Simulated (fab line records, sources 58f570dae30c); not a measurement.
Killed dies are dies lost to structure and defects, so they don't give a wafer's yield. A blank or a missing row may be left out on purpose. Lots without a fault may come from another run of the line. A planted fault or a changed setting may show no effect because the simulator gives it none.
A struck lot beside a sound one | flow berkeley_cmos170 | 29 steps out of a route of 331
Sound: wafers L109.2, L109.3, L109.4. Struck: wafers L108.1, L108.4, L108.6. The cause comes at the end.
At each step with rows: each side's tool, then ch and its chambers, then its first start. Under that, the readings that differ: sound wafers | struck wafers | difference of the means | sigmas: that difference in standard deviations of wafers without a fault.
alike: readings whose means differ by less than 2 such deviations, and words and numbers that are the same on both sides. not compared: withheld readings, readings that some wafer has no value for, bounds like >300 that may hide the same value, and numbers for which the record gives no deviation and whose values overlap.
The two part at a step that has a row with sigmas, a row that says differs or no value, or rows on one side only. Numbers that don't overlap but have no deviation are shown without sigmas and don't part them. A reading that every wafer of one side lacks parts them only if that side has two wafers or more.

first, 6 steps without rows for these wafers: UCB170_M2_COAT_09; UCB170_M2_COAT_10 (resist thk 900 nm); UCB170_M2_SOFTBAKE_11 (time 60 s); UCB170_M2_EXPOSE_12 (exposes mask METAL2, target cd 700 nm); UCB170_M2_PEB_13; UCB170_M2_DEVELOP_14 (develop time 45 s).
UCB170_M2_CD_MEAS_15: target cd 700 nm.
  sound on cd_sem-02, day 12 09:53; struck on cd_sem-01, day 12 09:37
  alike: cd_nm
UCB170_M2_OVL_MEAS_16:
  sound on overlay-02, day 12 09:59; struck on overlay-01, day 12 09:44
  alike: M2_OVL
UCB170_M2_ETCH_17: etches BARC in N2/H2.
  sound on rie_diel-02 ch 0,2,3, day 12 10:01; struck on rie_diel-01 ch 2,3, day 12 09:46
  reading                     | sound       | struck      | difference | sigmas
  drypump_motor_current_A (A) | 6.0 6.7 6.3 | 5.2 6.0 5.2 | -0.9       | -2
  alike: chamber_pressure_mTorr, oes_product_au, throttle_valve_pct
UCB170_M2_METAL_ETCH_18: etches Al in Cl2/BCl3, stops on SiO2, target depth 1170 nm, time 195 s.
  sound on rie_metal-04 ch 0,1, day 12 10:04; struck on rie_metal-01 ch 0, day 12 09:49
  alike: chamber_pressure_mTorr, drypump_motor_current_A, he_backside_leak_sccm, oes_product_au, throttle_valve_pct
  not compared: rf_hours_counter_h
UCB170_M2_STRIP_19: strips in O2.
  sound on plasma_asher-04 ch 0,1, day 12 10:15; struck on plasma_asher-03 ch 0, day 12 10:00
  alike: chamber_pressure_mTorr, drypump_motor_current_A, oes_product_au
  not compared: rf_hours_counter_h
UCB170_M2_CD_MEAS_90: target cd 700 nm.
  sound on cd_sem-02, day 12 10:22; struck on cd_sem-01, day 12 10:06
  alike: cd_nm
UCB170_V2_CVD_00: deposits SiO2 from TEOS/O2, target thk 2000 nm, time 250 s.
  sound on pecvd-04 ch 0,1,2, day 12 10:28; struck on pecvd-01 ch 0,1,2, day 12 10:13
  alike: heater_power_w
UCB170_V2_THK_MEAS_01:
  sound on film_metro-03, day 12 10:38; struck on film_metro-02, day 12 10:23
  reading          | sound          | struck         | difference | sigmas
  V2_TEOS_THK (nm) | 1992 1972 2028 | 1734 1791 1785 | -227       | -10
UCB170_V2_CMP_02: polishes SiO2.
  sound on cmp-01 ch 0,1,3, day 12 10:41; struck on cmp-02 ch 0,2,3, day 12 10:32
  alike: motor_current_A
UCB170_V2_BOW_MEAS_03:
  sound on film_metro-03, day 12 11:00; struck on film_metro-02, day 12 10:44
  alike: V2_BOW
UCB170_V2_THK_MEAS_04:
  sound on film_metro-03, day 12 11:07; struck on film_metro-02, day 12 10:52
  reading              | sound             | struck            | difference | sigmas
  V2_POLISHED_THK (nm) | 998.2 999.8 998.7 | 776.0 773.8 773.6 | -224.4     | -99 or more
then, 7 steps without rows for these wafers: UCB170_V2_CLEAN_05 (cleans in DIW); UCB170_V2_HMDS_06 (prime time 60 s); UCB170_V2_COAT_07 (resist thk 900 nm); UCB170_V2_SOFTBAKE_08 (time 60 s); UCB170_V2_EXPOSE_09 (exposes mask VIA2, target cd 700 nm); UCB170_V2_PEB_10; UCB170_V2_DEVELOP_11 (develop time 45 s).
UCB170_V2_CD_MEAS_12: target cd 700 nm.
  sound on cd_sem-01, day 12 12:35; struck on cd_sem-02, day 12 12:20
  alike: cd_nm
UCB170_V2_OVL_MEAS_13:
  sound on overlay-01, day 12 12:41; struck on overlay-02, day 12 12:27
  alike: V2_OVL
UCB170_V2_ETCH_14: etches SiO2 in CHF3/CF4/Ar, stops on Al, target depth 1250 nm, time 291 s.
  sound on rie_diel-01 ch 0,1,3, day 12 12:43; struck on rie_diel-04 ch 1,2,3, day 12 12:29
  reading               | sound             | struck            | difference | sigmas
  oes_product_au (a.u.) | 0.858 0.867 0.870 | 0.760 0.764 0.757 | -0.105     | -13
  alike: CHF3_flow_sccm, chamber_pressure_mTorr, drypump_motor_current_A, throttle_valve_pct
  not compared: rf_hours_counter_h
UCB170_V2_STRIP_15: strips in O2.
  sound on plasma_asher-03 ch 0,1, day 12 12:54; struck on plasma_asher-01 ch 0,1, day 12 12:40
  reading                        | sound          | struck         | difference | sigmas
  chamber_pressure_mTorr (mTorr) | 3498 3498 3494 | 3508 3508 3501 | +9         | +3
  alike: drypump_motor_current_A, oes_product_au, strip_time_to_endpoint_s
  not compared: rf_hours_counter_h
UCB170_M3_PROBE_99:
  the record has rows for the struck wafers here (prober-01, day 12 17:35) and none for the sound ones

WHERE THEY PART
First at UCB170_M2_ETCH_17; last, within this record, at UCB170_M3_PROBE_99.

WHY: what the simulator had put in
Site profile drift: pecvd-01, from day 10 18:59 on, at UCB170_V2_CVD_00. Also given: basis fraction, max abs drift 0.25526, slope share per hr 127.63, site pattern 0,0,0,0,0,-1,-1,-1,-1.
